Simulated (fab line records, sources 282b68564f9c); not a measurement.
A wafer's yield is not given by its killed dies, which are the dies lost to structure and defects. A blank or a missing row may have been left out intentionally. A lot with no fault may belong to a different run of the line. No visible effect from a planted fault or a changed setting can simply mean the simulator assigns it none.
Which tool was responsible? -- flow rit-cmos -- Sampling: 15 lots, 45 wafers, 2 of 202 route steps

WHAT THE GAUGES READ, wafer by wafer
RIT_FOX1_THK_MEAS_01.
lot,measured,on,FOX1_OXIDE_THK (nm)
L700,day 1 18:59,film-metro-04,340 345 340
L701,day 2 00:12,film-metro-03,348 347 348
L702,day 2 03:01,film-metro-03,344 345 348
L703,day 2 07:57,film-metro-04,341 350 349
L704,day 2 12:56,film-metro-03,357 357 356
L705,day 2 20:06,film-metro-01,351 355 350
L706,day 2 23:08,film-metro-01,349 349 350
L709,day 3 15:23,film-metro-03,355 358 351
L710,day 3 19:56,film-metro-04,343 339 338
L711,day 4 01:19,film-metro-04,513 512 511
L713,day 4 09:58,film-metro-03,348 342 343
L717,day 5 08:05,film-metro-03,511 521 510
L718,day 5 12:52,film-metro-03,348 344 347
L721,day 6 08:55,film-metro-04,521 526 527
L723,day 6 14:05,film-metro-01,342 335 348

EACH LOT AND THE TOOL THAT RAN IT (in order: tool; ch and the chambers of the sampled wafers; start)
lot,RIT_FOX1_OXIDATION_00
L700,"furnace-04 ch 0, day 1 17:40"
L701,"furnace-04 ch 0, day 1 22:53"
L702,"furnace-03 ch 0, day 2 01:41"
L703,"furnace-03 ch 0, day 2 06:38"
L704,"furnace-01 ch 0, day 2 11:37"
L705,"furnace-03 ch 0, day 2 18:47"
L706,"furnace-01 ch 0, day 2 21:49"
L709,"furnace-04 ch 0, day 3 14:03"
L710,"furnace-03 ch 0, day 3 18:37"
L711,"furnace-01 ch 0, day 3 22:30"
L713,"furnace-04 ch 0, day 4 08:39"
L717,"furnace-04 ch 0, day 5 04:38 and furnace-01 ch 0, day 5 06:46"
L718,"furnace-03 ch 0, day 5 11:34"
L721,"furnace-03 ch 0, day 6 03:53 and furnace-01 ch 0, day 6 07:35"
L723,"furnace-01 ch 0, day 6 12:47"
- RIT_FOX1_OXIDATION_00: target thk 350.7 nm, ox time 1130 s.

AS READ BY THE TOOLS THEMSELVES (means over the sampled wafers that have a number; for cases with no such wafer, the mark the record gives instead)
RIT_FOX1_OXIDATION_00.
lot,tool,ox-temp-c-max,tube-center-temp-C (C),zone-power-load-pct (%)
L700,furnace-04,1103.0,1100,42
L701,furnace-04,1102.9,1100,42
L702,furnace-03,1106.9,1100,47
L703,furnace-03,1107.0,1100,48
L704,furnace-01,1106.1,1100,54
L705,furnace-03,1106.2,1100,47
L706,furnace-01,1105.9,1100,54
L709,furnace-04,1103.4,1100,42
L710,furnace-03,1106.2,1100,48
L711,furnace-01,1105.9,1100,54
L713,furnace-04,1103.9,1100,42
L717,furnace-04/furnace-01,1104.0,1100,48
L718,furnace-03,1106.5,1100,47
L721,furnace-03/furnace-01,1105.2,1100,51
L723,furnace-01,1104.6,1100,54

THE ANSWER, worked out from the rows above alone
Rule: the usual values come from the lots themselves. Put in order of their means at a reading, lots are off if they are a third of the lots or fewer, leave a main group of 4 or more, and stand apart from it by a gap of 3 or more times the standard deviation of the main group's means; of several such gaps the widest counts. The tables above print the reading to a certain number of digits; a main group whose means all agree to those digits is not used. Also off: a lot with no number at a reading for which 4 or more lots have one. All remaining lots with rows at the step are treated as sound. After the gauges, taken in route order, come the tools' own readings; for these a lot's mean is taken, as printed above. The first step at which some lot is off is used, and at that step the reading that is off furthest; a lot without a number counts as furthest.
Off: at RIT_FOX1_THK_MEAS_01 (FOX1_OXIDE_THK), L711, L717, L721. The main group: mean 347 nm, standard deviation 5.
A tool fits if, at a process step before that reading, it ran every lot that is off, and no sound lot after the first of them. Gauges at RIT_FOX1_THK_MEAS_01: tried the same way as those tools. None of those tried fits.

WHAT THE SIMULATOR HAD PUT IN
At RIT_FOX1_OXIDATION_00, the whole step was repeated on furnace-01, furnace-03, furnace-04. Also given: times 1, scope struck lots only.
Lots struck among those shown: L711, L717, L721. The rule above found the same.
